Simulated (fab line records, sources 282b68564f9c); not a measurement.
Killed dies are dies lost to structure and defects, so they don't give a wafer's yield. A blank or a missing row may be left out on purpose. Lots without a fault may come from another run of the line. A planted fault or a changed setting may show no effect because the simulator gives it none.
A struck lot beside a sound one | flow rit_cmos | 28 steps out of a route of 202
Sound: wafers L892.4, L892.5, L892.6. Struck: wafers L883.1, L883.2, L883.6. The cause comes at the end.
At each step with rows: each side's tool, then ch and its chambers, then its first start. Under that, the readings that differ: sound wafers | struck wafers | difference of the means | sigmas: that difference in standard deviations of wafers without a fault.
alike: readings whose means differ by less than 2 such deviations, and words and numbers that are the same on both sides. not compared: withheld readings, readings that some wafer has no value for, bounds like >300 that may hide the same value, and numbers for which the record gives no deviation and whose values overlap.
The two part at a step that has a row with sigmas, a row that says differs or no value, or rows on one side only. Numbers that don't overlap but have no deviation are shown without sigmas and don't part them. A reading that every wafer of one side lacks parts them only if that side has two wafers or more.

RIT_ACTIVE_BOW_MEAS_00:
  sound on film_metro-01, day 5 09:04; struck on film_metro-01, day 3 12:00
  alike: INCOMING_BOW
RIT_ACTIVE_OXIDATION_01: target thk 46.8 nm, ox time 3360 s.
  sound on furnace-02 ch 0, day 5 09:07; struck on furnace-02 ch 0, day 3 14:13
  alike: spike_tc_load_C
RIT_ACTIVE_THK_MEAS_02:
  sound on film_metro-03, day 5 11:05; struck on film_metro-03, day 3 16:15
  reading               | sound          | struck         | difference | sigmas
  ACTIVE_OXIDE_THK (nm) | 46.3 46.8 45.9 | 74.9 75.6 75.9 | +29.1      | +33
then, 1 step without rows for these wafers: RIT_ACTIVE_CVD_03 (deposits Si3N4 from SiH2Cl2/NH3, target thk 150 nm, time 1500 s).
RIT_ACTIVE_THK_MEAS_04:
  sound on film_metro-02, day 5 12:34; struck on film_metro-01, day 3 17:43
  alike: ACTIVE_NITRIDE_THK
then, 6 steps without rows for these wafers: RIT_ACTIVE_HMDS_05 (prime time 60 s); RIT_ACTIVE_COAT_06 (resist thk 1000 nm); RIT_ACTIVE_SOFTBAKE_07 (time 60 s); RIT_ACTIVE_EXPOSE_08 (exposes mask M1, target cd 1400 nm); RIT_ACTIVE_PEB_09; RIT_ACTIVE_DEVELOP_10 (develop time 50 s).
RIT_ACTIVE_CD_MEAS_11: target cd 1400 nm.
  sound on cd_sem-02, day 5 13:30; struck on cd_sem-02, day 3 18:43
  alike: cd_nm
then, 1 step without rows for these wafers: RIT_ACTIVE_HARDBAKE_12 (time 60 s).
RIT_ACTIVE_ETCH_13: etches Si3N4 in SF6, stops on SiO2, time 210 s, target depth 210 nm.
  sound on rie_diel-01 ch 1,2, day 5 13:43; struck on rie_diel-03 ch 0,3, day 3 19:04
  reading                                       | sound           | struck            | difference | sigmas
  model.SiO2_of_ACTIVE_OXIDATION_01.thk_nm (nm) | 46.4 46.79 45.9 | 74.84 75.57 75.88 | +29.07     |
  alike: drypump_motor_current_A, oes_product_au, throttle_valve_pct
  not compared: rf_hours_counter_h
RIT_ACTIVE_STRIP_14: strips in O2, time 180 s.
  sound on plasma_asher-03 ch 0,1, day 5 13:54; struck on plasma_asher-03 ch 0,1, day 3 19:29
  alike: drypump_motor_current_A, rf_refl_power_W
  not compared: rf_hours_counter_h
RIT_ACTIVE_CD_MEAS_90: target cd 1400 nm.
  sound on cd_sem-02, day 5 14:05; struck on cd_sem-02, day 3 19:44
  alike: cd_nm
then, 4 steps without rows for these wafers: RIT_ACTIVE_CLEAN_15 (cleans in SC1, time 600 s); RIT_ACTIVE_CLEAN_16 (cleans in dHF, time 30 s); RIT_ACTIVE_CLEAN_17 (cleans in SC2, time 600 s); RIT_FOX1_OXIDATION_00 (target thk 350.7 nm, ox time 1130 s).
RIT_FOX1_THK_MEAS_01:
  sound on film_metro-04, day 5 15:53; struck on film_metro-01, day 3 21:37
  alike: FOX1_OXIDE_THK
then, 2 steps without rows for these wafers: RIT_FOX1_WET_ETCH_02 (etches SiO2 in BOE, target depth 350 nm, time 390 s); RIT_FOX2_OXIDATION_00 (target thk 350.7 nm, ox time 1130 s).
RIT_FOX2_THK_MEAS_01:
  sound on film_metro-04, day 5 17:24; struck on film_metro-01, day 3 23:08
  alike: FOX2_OXIDE_THK
then, 1 step without rows for these wafers: RIT_FOX2_CLEAN_02 (cleans in dHF, time 180 s).
RIT_FOX2_WET_ETCH_03: etches Si3N4 in H3PO4, target depth 195 nm, time 2700 s.
  sound on wet_bench-01 ch 0, day 5 17:29; struck on wet_bench-02 ch 2, day 3 23:15
  reading                                       | sound             | struck            | difference | sigmas
  model.SiO2_of_ACTIVE_OXIDATION_01.thk_nm (nm) | 41.37 41.72 40.93 | 66.56 67.22 67.57 | +25.78     |
RIT_FOX2_THK_MEAS_90:
  sound on film_metro-03, day 5 18:17; struck on film_metro-01, day 4 00:02
  alike: FIELD_OXIDE_LEFT_1_THK
RIT_M1_PROBE_99:
  the record has rows for the struck wafers here (prober-02, day 5 18:59) and none for the sound ones

WHERE THEY PART
First at RIT_ACTIVE_THK_MEAS_02; last, within this record, at RIT_M1_PROBE_99.

WHY: what the simulator had put in
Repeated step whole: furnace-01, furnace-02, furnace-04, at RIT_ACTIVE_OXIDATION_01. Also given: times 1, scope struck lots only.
